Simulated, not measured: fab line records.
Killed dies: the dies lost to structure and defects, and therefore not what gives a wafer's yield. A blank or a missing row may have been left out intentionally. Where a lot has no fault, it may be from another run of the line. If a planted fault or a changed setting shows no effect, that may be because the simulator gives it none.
Which tool was responsible? | flow rit cmos | Sampling: 14 lots, 42 wafers, 4 of 202 route steps

## WHAT THE GAUGES READ, wafer by wafer
RIT_PLDD_OVL_MEAS_06. Usual: for PLDD_OVL the level is -0.4 nm and the standard deviation is 1.2.
lot  | measured    | on         | PLDD_OVL (nm)  | flag
L112 | day 3 03:01 | overlay-01 | -0.6 1.5 1.6   |
L113 | day 3 05:13 | overlay-02 | 0.0 0.1 0.1    |
L114 | day 3 10:16 | overlay-01 | -3.7 -2.8 0.0  |
L115 | day 3 15:37 | overlay-02 | 0.0 -0.2 -1.0  |
L116 | day 3 21:03 | overlay-01 | -0.2 -1.5 -0.7 |
L117 | day 4 02:25 | overlay-01 | -0.7 0.4 -0.4  |
L118 | day 4 11:46 | overlay-01 | -1.1 -0.4 -0.8 |
L120 | day 4 20:17 | overlay-02 | -0.4 -1.6 -0.8 |
L123 | day 5 07:53 | overlay-01 | -0.3 -1.1 -1.9 |
L124 | day 5 12:33 | overlay-02 | -0.8 1.0 1.6   |
L128 | day 6 08:44 | overlay-02 | 1.3 1.5 -0.1   |
L129 | day 6 12:20 | overlay-02 | -2.2 -1.5 -3.5 |
L130 | day 6 17:04 | overlay-01 | 1.7 0.4 0.1    |
L134 | day 7 13:21 | overlay-02 | -0.3 1.2 -0.5  |

RIT_CONTACT_OVL_MEAS_09. Usual: for CONTACT_OVL the level is -0.2 nm and the standard deviation is 1.4.
lot  | measured    | on         | CONTACT_OVL (nm) | flag
L112 | day 3 13:05 | overlay-02 | 0.9 0.5 1.8      |
L113 | day 3 15:50 | overlay-01 | -3.2 -2.0 -1.3   |
L114 | day 3 19:13 | overlay-02 | 2.1 3.8 3.1      |
L115 | day 4 00:29 | overlay-02 | 0.2 -2.3 -2.9    |
L116 | day 4 05:35 | overlay-02 | 0.2 1.6 1.2      |
L117 | day 4 12:24 | overlay-02 | -1.1 -2.8 -2.0   |
L118 | day 4 21:41 | overlay-02 | 0.6 1.6 -0.3     |
L120 | day 5 05:49 | overlay-01 | -1.0 -0.5 -0.4   |
L123 | day 5 16:46 | overlay-01 | 0.4 -0.3 -0.2    |
L124 | day 5 21:34 | overlay-02 | -2.6 0.2 -2.2    |
L128 | day 6 17:25 | overlay-01 | -0.2 -3.0 -0.7   |
L129 | day 6 21:29 | overlay-01 | 0.7 -0.1 1.5     |
L130 | day 7 02:01 | overlay-01 | -1.1 0.0 -0.3    |
L134 | day 7 22:23 | overlay-01 | 0.8 -0.2 1.0     |

RIT_CONTACT_CD_MEAS_90: the cd target is 1000 nm. Usual: cd nm at 1000.3 nm, with a standard deviation of 2.2.
lot  | measured    | on        | cd nm (nm)           | flag
L112 | day 3 13:38 | cd sem-02 | 1004.8 1004.7 1003.8 |
L113 | day 3 16:25 | cd sem-01 | 999.3 1001.9 999.5   |
L114 | day 3 19:46 | cd sem-01 | 1000.3 1003.6 1003.4 |
L115 | day 4 01:04 | cd sem-02 | 1000.9 1002.8 1003.0 |
L116 | day 4 06:08 | cd sem-01 | 1000.4 1001.6 1000.1 |
L117 | day 4 12:59 | cd sem-01 | 1004.6 1002.3 1003.9 |
L118 | day 4 22:16 | cd sem-01 | 998.8 999.3 997.9    |
L120 | day 5 06:23 | cd sem-01 | 996.8 997.7 997.4    |
L123 | day 5 17:20 | cd sem-01 | 999.7 999.1 999.5    |
L124 | day 5 22:08 | cd sem-02 | 999.3 997.5 998.5    |
L128 | day 6 17:59 | cd sem-01 | 999.4 1000.6 998.2   |
L129 | day 6 22:02 | cd sem-01 | 998.3 997.2 997.8    |
L130 | day 7 02:43 | cd sem-02 | 1000.0 999.6 999.3   |
L134 | day 7 23:05 | cd sem-01 | 998.1 1001.7 999.5   |

## WHICH TOOL RAN EACH LOT (tool, then ch and the chambers of the sampled wafers, then the start)
lot  | RIT_PLDD_SOFTBAKE_02
L112 | litho track-04 ch 0, day 3 02:14
L113 | litho track-03 ch 0, day 3 04:43
L114 | litho track-02 ch 0, day 3 09:43
L115 | litho track-03 ch 0, day 3 14:58
L116 | litho track-03 ch 0, day 3 20:30
L117 | litho track-03 ch 0, day 4 01:53
L118 | litho track-04 ch 0, day 4 11:14
L120 | litho track-04 ch 0, day 4 19:44
L123 | litho track-02 ch 0, day 5 07:22
L124 | litho track-03 ch 0, day 5 11:54
L128 | litho track-04 ch 0, day 6 08:11
L129 | litho track-03 ch 0, day 6 11:47
L130 | litho track-03 ch 0, day 6 16:31
L134 | litho track-02 ch 0, day 7 12:49
- RIT_PLDD_SOFTBAKE_02: time 60 s.

## WHAT THE TOOLS THEMSELVES READ (means of the sampled wafers that have a number; where no wafer has one, the mark that the record gives instead)
RIT_PLDD_SOFTBAKE_02. Usual: heater power total W 34.56 W, standard deviation 0.052; plate temp C 89.98 C, standard deviation 0.12.
lot  | tool           | heater power total W (W) | plate temp C (C) | flag
L112 | litho track-04 | 34.54                    | 89.85            |
L113 | litho track-03 | 34.58                    | 90.06            |
L114 | litho track-02 | 34.53                    | 89.92            |
L115 | litho track-03 | 34.56                    | 89.97            |
L116 | litho track-03 | 34.58                    | 90.03            |
L117 | litho track-03 | 34.60                    | 89.84            |
L118 | litho track-04 | 34.60                    | 89.90            |
L120 | litho track-04 | 34.52                    | 90.11            |
L123 | litho track-02 | 34.57                    | 89.96            |
L124 | litho track-03 | 34.60                    | 89.93            |
L128 | litho track-04 | 34.53                    | 89.91            |
L129 | litho track-03 | 33.88                    | 88.79            | OFF
L130 | litho track-03 | 33.99                    | 88.73            | OFF
L134 | litho track-02 | 34.58                    | 90.09            |

## THE ANSWER, worked out from the rows above alone
Rule: a lot is off if the mean of its wafers that have a number lies more than 3 standard deviations from the usual mean. A lot without any number at a reading at which 4 lots or more have one is off too. The other lots that the step has rows for count as sound. First the gauges in route order, then the tools' own readings, where a lot's mean is used as printed above. The first step at which some lot is off is used, and at that step the reading that is off furthest; a lot without a number counts as furthest.
Off: L129, L130, at RIT_PLDD_SOFTBAKE_02 (heater power total W).
A tool fits if, at that step or a process step before it, it ran every lot that is off, and no sound lot after the first of them. One fits: litho track-03 at RIT_PLDD_SOFTBAKE_02. A fault onset in the window from L124 (day 5 11:54, its last sound lot) to L129 (day 6 11:47, its first lot off) fits.
The tool's own readings at RIT_PLDD_SOFTBAKE_02 bear it out: on the lots that are off they differ by more than 5 times the standard deviation of the sound lots' means. heater power total W reads 33.94 W there against 34.57 W on the sound lots; plate temp C reads 88.76 C there against 89.96 C on the sound lots.

## WHAT HAD BEEN PUT IN BY THE SIMULATOR
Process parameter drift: litho track-03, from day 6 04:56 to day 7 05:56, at RIT_PLDD_SOFTBAKE_02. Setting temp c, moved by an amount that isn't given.
Lots struck among those shown: L129, L130. The same result came from the rule above.
